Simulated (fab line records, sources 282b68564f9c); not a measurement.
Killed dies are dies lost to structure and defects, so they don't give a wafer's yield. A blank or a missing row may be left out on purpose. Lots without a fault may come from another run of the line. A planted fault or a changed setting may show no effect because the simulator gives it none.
fab line records | flow rit_cmos
record lots=14 wafers=42 last_day=7
route steps=202 shown CONTACT@175
lots that met no fault: from a run of the same line without faults
start_h: hours from the record's first day to the start of the lot's first wafer shown | wait_h: hours since the lot's step before | " the same as in the row above | L1.1+2: a row that stands for several wafers | - no value, or no start given | * or withheld: withheld | < > ~ a bound
route shown NAME@n: a module of which the file shows steps, and the number in the route of the first | usual: mean/standard deviation of fault-free wafers | same: alike in all rows | chamber/n: place in a boat | sites: the reading at each site | _std_site: their standard deviation | _edge_site: outer sites' mean less inner sites' | radius_mm: how far each site lies from the wafer's centre | mask NAME#n: copy n | behind: the tool/chamber that last shaped the wafer | hold: why the lot was held/for how many hours/how that ended | device: the transistor (n, p or np) that didn't switch | end of line: the same wafers' tests at the end of the route | a step without rows: its recipe alone | killed: dies lost to structure and defects at the first sort, not the wafer's yield | map: a wafer's dies, x killed, . not, _ none there
set.NAME: the setting as run; set.NAME@STEP: as run at that earlier step | model.NAME: the simulator's own value behind a step, which no gauge read
steps of the route over a sample of lots; a table a step, a row a wafer
## steps
# step RIT_CONTACT_DEVELOP_07
# recipe resist=NOVOLAK develop_time_s=120 dev_temp_c=23
# columns lot.wafer tool chamber start_h wait_h
L353.1+2+6 litho_track-01 0 61 -
L354.1+2+3 litho_track-04 0 64 -
L355.1+4+5 litho_track-01 0 67 -
L356.2+4+6 litho_track-03 0 75 -
L357.2+3+4 litho_track-01 0 82 -
L358.1+2+3 litho_track-01 0 85 -
L359.1+3+4 litho_track-03 0 89 -
L360.1+2+4 litho_track-01 0 97 -
L361.3+5+6 litho_track-01 0 98 -
L362.1+3+5 litho_track-01 0 106 -
L364.2+3+5 litho_track-01 0 118 -
L367.1+5+6 litho_track-04 0 133 -
L372.2+4+6 litho_track-04 0 157 -
L373.1+5+6 litho_track-04 0 162 -
# step RIT_CONTACT_CD_MEAS_08
# recipe target_cd_nm=1000
# usual cd_nm=1000.7/2.1
# columns lot.wafer tool chamber start_h wait_h cd_nm
L353.1 cd_sem-01 - 61.77 - 1000.9
L353.2 " - " " 1001.2
L353.6 " - " " 1004.4
L354.1 cd_sem-01 - 64.36 - 998.3
L354.2 " - " " 997.6
L354.3 " - " " 997.7
L355.1 cd_sem-01 - 68.05 - 1000.2
L355.4 " - " " 1000.0
L355.5 " - " " 999.6
L356.2 cd_sem-01 - 75.80 - 997.7
L356.4 " - " " 997.6
L356.6 " - " " 998.1
L357.2 cd_sem-01 - 82.30 - 1003.6
L357.3 " - " " 1001.7
L357.4 " - " " 1001.3
L358.1 cd_sem-01 - 86.12 - 1005.6
L358.2 " - " " 1004.5
L358.3 " - " " 1002.4
L359.1 cd_sem-02 - 89.60 - 1001.9
L359.3 " - " " 1002.6
L359.4 " - " " 1001.6
L360.1 cd_sem-02 - 97.74 - 1000.3
L360.2 " - " " 1001.2
L360.4 " - " " 999.6
L361.3 cd_sem-02 - 99.13 - 1002.6
L361.5 " - " " 1001.1
L361.6 " - " " 1001.4
L362.1 cd_sem-02 - 106.58 - 1002.1
L362.3 " - " " 1002.7
L362.5 " - " " 1002.6
L364.2 cd_sem-01 - 118.90 - 996.3
L364.3 " - " " 998.1
L364.5 " - " " 998.8
L367.1 cd_sem-01 - 133.66 - 1004.1
L367.5 " - " " 1001.7
L367.6 " - " " 1003.6
L372.2 cd_sem-01 - 157.88 - 989.8
L372.4 " - " " 992.8
L372.6 " - " " 991.5
L373.1 cd_sem-01 - 162.95 - 988.3
L373.5 " - " " 987.8
L373.6 " - " " 990.3
## key
first_sign step=RIT_CONTACT_CD_MEAS_08 reading=cd_nm direction=down sigmas=5 usual=1000.7 struck=990.1
effect none on later readings
met_at RIT_CONTACT_DEVELOP_07
struck_lots L372,L373
tester_left_out L372,L373
onset_between 133 157
also_fits time
fault kind=process_parameter_drift tool=litho_track-04 chamber=- onset_h=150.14 steps=RIT_CONTACT_DEVELOP_07 channel=develop_time_s offset=* shape=step end_h=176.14 acts_in=* stated=*
# tester_left_out: of these lots the tester's yield and bins aren't shown, on N5 and GAA mostly nor the transistor test; their killed dies are dies lost to structure and defects alone, not to doping, threshold or leakage, so they don't give the yield
